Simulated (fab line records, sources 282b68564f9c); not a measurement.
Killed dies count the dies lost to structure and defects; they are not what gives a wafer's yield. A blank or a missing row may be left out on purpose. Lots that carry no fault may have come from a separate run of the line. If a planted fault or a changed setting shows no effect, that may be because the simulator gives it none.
Shared-tool check | flow rit cmos | Lots sampled 14, wafers sampled 42

WHY THIS WAS OPENED
RIT_REOX_THK_MEAS_04, reading REOX_OXIDE_THK: flagged on 2 of 14 lots. Wafers without a fault read 24.9 nm, standard deviation 0.51.
Rule: flag the lot when none of its wafers has a number, or when each of its wafers that has one lies beyond 4 standard deviations from that mean. As for the other lots, they are considered sound.

lot  | measured    | on            | REOX_OXIDE_THK (nm), wafer by wafer | flag
L450 | day 2 17:08 | film metro-03 | 25.3 25.1 24.9                      |
L451 | day 2 22:00 | film metro-01 | 26.1 26.3 25.7                      |
L452 | day 3 03:28 | film metro-01 | 24.5 24.5 24.1                      |
L453 | day 3 07:49 | film metro-01 | 25.1 25.0 25.2                      |
L455 | day 3 18:30 | film metro-04 | 24.9 24.6 24.9                      |
L456 | day 3 23:01 | film metro-03 | 24.7 24.8 24.6                      |
L457 | day 4 02:57 | film metro-04 | 25.1 24.5 25.0                      |
L458 | day 4 09:43 | film metro-01 | 24.6 24.8 24.9                      |
L460 | day 4 19:11 | film metro-03 | 24.9 25.2 25.0                      |
L462 | day 5 07:10 | film metro-03 | 25.2 25.3 25.3                      |
L468 | day 6 21:10 | film metro-04 | 30.8 31.3 31.0                      | FLAGGED
L469 | day 6 21:10 | film metro-01 | 30.1 30.3 30.1                      | FLAGGED
L470 | day 7 02:35 | film metro-04 | 25.9 26.2 25.7                      |
L472 | day 7 14:20 | film metro-03 | 25.1 24.4 24.9                      |
Average over the flagged lots: 30.6 nm; offset from the usual +5.7 nm, equal to +11 standard deviations.

LOT BY LOT: THE TOOL USED
The record holds 1 process step before the reading, out of a route of 202 steps. In each cell: the tool, then ch and the chambers that the sampled wafers went through, then the start.
lot  | flag    | RIT_REOX_OXIDATION_03
L450 |         | furnace-03 ch 0, day 2 14:34
L451 |         | furnace-03 ch 0, day 2 19:26
L452 |         | furnace-03 ch 0, day 3 00:55
L453 |         | furnace-02 ch 0, day 3 05:15
L455 |         | furnace-04 ch 0, day 3 15:57
L456 |         | furnace-02 ch 0, day 3 20:28
L457 |         | furnace-02 ch 0, day 4 00:24
L458 |         | furnace-04 ch 0, day 4 07:09
L460 |         | furnace-03 ch 0, day 4 16:38
L462 |         | furnace-03 ch 0, day 5 04:37
L468 | FLAGGED | furnace-03 ch 0, day 6 18:37
L469 | FLAGGED | furnace-03 ch 0, day 6 18:37
L470 |         | furnace-04 ch 0, day 7 00:02
L472 |         | furnace-04 ch 0, day 7 11:47
What is done by these steps:
- RIT_REOX_OXIDATION_03: target thk 25.2 nm, ox time 5580 s.
- RIT_REOX_THK_MEAS_04

FLAGGED AGAINST TOTAL, ONE TOOL AT A TIME (gauges that did the reading follow at the end)
step                  | tool          | lots run | flagged | share of the flagged lots | sound lots run after its first flagged lot
RIT_REOX_OXIDATION_03 | furnace-02    | 3        | 0       | none                      | -
RIT_REOX_OXIDATION_03 | furnace-03    | 7        | 2       | all                       | 0
RIT_REOX_OXIDATION_03 | furnace-04    | 4        | 0       | none                      | -
RIT_REOX_THK_MEAS_04  | film metro-01 | 5        | 1       | some                      | 0
RIT_REOX_THK_MEAS_04  | film metro-03 | 5        | 0       | none                      | -
RIT_REOX_THK_MEAS_04  | film metro-04 | 4        | 1       | some                      | 1 (L470)

WHAT THE TABLE ALLOWS
In the table, 1 row covers all flagged lots: furnace-03 at RIT_REOX_OXIDATION_03.
- furnace-03 at RIT_REOX_OXIDATION_03: 2 of its 7 lots flagged. Its last sound lot is L462 (day 5 04:37), its first flagged lot L468 (day 6 18:37): a fault that began between those two fits. Its own readings lie more than 4 standard deviations out on every wafer of the flagged lots: spike tc centre C, spike tc load C, spike tc source C, tube center temp C, tube_center_temp_C_max.
Left over: one tool, furnace-03 at RIT_REOX_OXIDATION_03.

WHAT WAS PUT IN BY THE SIMULATOR
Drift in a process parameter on furnace-03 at RIT_REOX_OXIDATION_03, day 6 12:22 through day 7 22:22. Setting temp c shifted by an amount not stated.
Lots struck among those shown: L468, L469. The rule above reached the same finding.
